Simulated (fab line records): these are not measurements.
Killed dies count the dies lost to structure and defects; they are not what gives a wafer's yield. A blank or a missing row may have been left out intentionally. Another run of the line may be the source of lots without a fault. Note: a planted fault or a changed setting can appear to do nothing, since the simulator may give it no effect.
What tool caused it? :: flow berkeley-cmos170 :: 36 wafers sampled from 12 lots at 1 step of a route of 331

WHAT THE GAUGES SHOWED, per wafer
UCB170_NWELL_THK_MEAS_05.
lot: L075
measured: day 2 12:18
on: film-metro-02
NWELL_NITRIDE_THK (nm): 222.0 221.1 220.4

lot: L077
measured: day 3 01:44
on: film-metro-02
NWELL_NITRIDE_THK (nm): 221.5 224.0 222.8

lot: L078
measured: day 3 10:27
on: film-metro-04
NWELL_NITRIDE_THK (nm): 224.5 224.6 224.4

lot: L081
measured: day 3 23:38
on: film-metro-02
NWELL_NITRIDE_THK (nm): 224.2 222.7 222.9

lot: L083
measured: day 4 10:50
on: film-metro-04
NWELL_NITRIDE_THK (nm): 220.7 221.0 221.5

lot: L086
measured: day 4 20:43
on: film-metro-03
NWELL_NITRIDE_THK (nm): 226.5 225.7 227.6

lot: L087
measured: day 5 03:37
on: film-metro-02
NWELL_NITRIDE_THK (nm): 224.2 224.8 223.5

lot: L089
measured: day 5 14:10
on: film-metro-03
NWELL_NITRIDE_THK (nm): 226.1 224.0 226.3

lot: L091
measured: day 5 20:07
on: film-metro-03
NWELL_NITRIDE_THK (nm): 225.8 226.8 227.5

lot: L094
measured: day 6 14:52
on: film-metro-03
NWELL_NITRIDE_THK (nm): 223.5 221.8 224.2

lot: L095
measured: day 6 21:40
on: film-metro-04
NWELL_NITRIDE_THK (nm): 221.3 220.5 221.3

lot: L097
measured: day 7 03:10
on: film-metro-04
NWELL_NITRIDE_THK (nm): 222.8 222.5 223.8

TOOL THAT RAN EACH LOT (tool first, then ch and the chambers of the sampled wafers, then the start)
The record shows no process step preceding these readings.

THE ANSWER, worked out from the rows above alone
Rule: the lots themselves supply what counts as usual. Put in order of their means at a reading, lots are off if they are a third of the lots or fewer, leave a main group of 4 or more, and stand apart from it by a gap of 3 or more times the standard deviation of the main group's means; of several such gaps the widest counts. If all means in a main group match to the digits the tables above print for the reading, that group is not used. A lot without any number at a reading at which 4 lots or more have one is off too. Where the step has rows for the other lots, those lots are counted as sound.
Nothing can be told from this: no lot is off at any reading shown.

WHAT HAD BEEN PUT IN BY THE SIMULATOR
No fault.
